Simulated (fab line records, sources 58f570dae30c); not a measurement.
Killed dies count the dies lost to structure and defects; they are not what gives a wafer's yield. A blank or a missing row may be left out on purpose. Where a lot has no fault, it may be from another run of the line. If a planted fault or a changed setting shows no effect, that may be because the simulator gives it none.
Which tool was responsible? | flow berkeley_cmos170 | Sampling: 14 lots, 42 wafers, 2 of 331 route steps

## WHAT THE GAUGES READ, wafer by wafer
UCB170_START_THK_MEAS_03.
lot  | measured    | on            | START_OXIDE_THK (nm)
L196 | day 1 13:00 | film_metro-03 | 19.9 20.0 19.7
L198 | day 2 01:55 | film_metro-03 | 19.7 20.2 20.0
L199 | day 2 06:20 | film_metro-02 | 19.8 20.8 20.6
L201 | day 2 13:04 | film_metro-03 | 20.2 20.0 19.9
L200 | day 2 13:04 | film_metro-02 | 20.3 20.4 20.6
L202 | day 2 21:23 | film_metro-02 | 20.5 20.5 20.4
L203 | day 3 01:18 | film_metro-02 | 20.7 20.8 20.8
L206 | day 3 18:25 | film_metro-02 | 20.3 20.3 20.6
L207 | day 3 21:29 | film_metro-03 | 20.4 20.4 20.3
L208 | day 4 03:02 | film_metro-02 | 19.8 20.3 20.1
L209 | day 4 08:51 | film_metro-04 | 20.5 20.1 20.4
L213 | day 5 07:02 | film_metro-04 | 20.0 19.7 20.0
L214 | day 5 07:02 | film_metro-02 | 20.0 19.9 20.1
L219 | day 6 08:34 | film_metro-03 | 20.6 20.9 20.8

UCB170_PWELL_THK_MEAS_03.
lot  | measured    | on            | PWELL_OXIDE_THK (nm)
L196 | day 2 19:35 | film_metro-04 | 26.6 26.8 26.5
L198 | day 3 10:20 | film_metro-01 | 26.8 26.6 26.3
L199 | day 3 16:03 | film_metro-03 | 26.2 26.1 26.1
L201 | day 3 22:51 | film_metro-04 | 26.3 26.8 26.8
L200 | day 3 22:52 | film_metro-03 | 26.1 26.1 26.0
L202 | day 4 05:14 | film_metro-04 | 27.5 27.3 26.5
L203 | day 4 05:16 | film_metro-01 | 26.9 26.8 26.7
L206 | day 5 04:14 | film_metro-04 | 26.4 26.1 26.2
L207 | day 5 04:14 | film_metro-01 | 26.0 27.0 26.0
L208 | day 5 15:01 | film_metro-03 | 26.3 26.6 26.6
L209 | day 5 14:59 | film_metro-01 | 26.9 26.4 26.3
L213 | day 6 18:20 | film_metro-01 | 25.8 25.6 25.9
L214 | day 6 22:14 | film_metro-04 | 27.4 27.3 27.6
L219 | day 7 16:05 | film_metro-03 | 26.5 26.4 26.5

## WHAT TOOL EACH LOT RAN ON (gives the tool, then ch and the chambers of the sampled wafers, and finally the start)
Record: no process step prior to these readings.

## AS READ BY THE TOOLS THEMSELVES (means over the sampled wafers that have a number; for cases with no such wafer, the mark the record gives instead)
The record holds no such reading with a usual standard deviation.

## THE ANSWER, worked out from the rows above alone
Rule: the lots themselves supply what counts as usual. Put in order of their means at a reading, lots are off if they are a third of the lots or fewer, leave a main group of 4 or more, and stand apart from it by a gap of 3 or more times the standard deviation of the main group's means; of several such gaps the widest counts. If all means in a main group match to the digits the tables above print for the reading, that group is not used. Also off: a lot with no number at a reading for which 4 or more lots have one. The other lots that the step has rows for count as sound. First the gauges in route order, then the tools' own readings, where a lot's mean is used as printed above. The first step at which some lot is off is used, and at that step the reading that is off furthest; a lot without a number counts as furthest.
No lot is off at any reading shown: from this, nothing can be told.

## WHAT HAD BEEN PUT IN BY THE SIMULATOR
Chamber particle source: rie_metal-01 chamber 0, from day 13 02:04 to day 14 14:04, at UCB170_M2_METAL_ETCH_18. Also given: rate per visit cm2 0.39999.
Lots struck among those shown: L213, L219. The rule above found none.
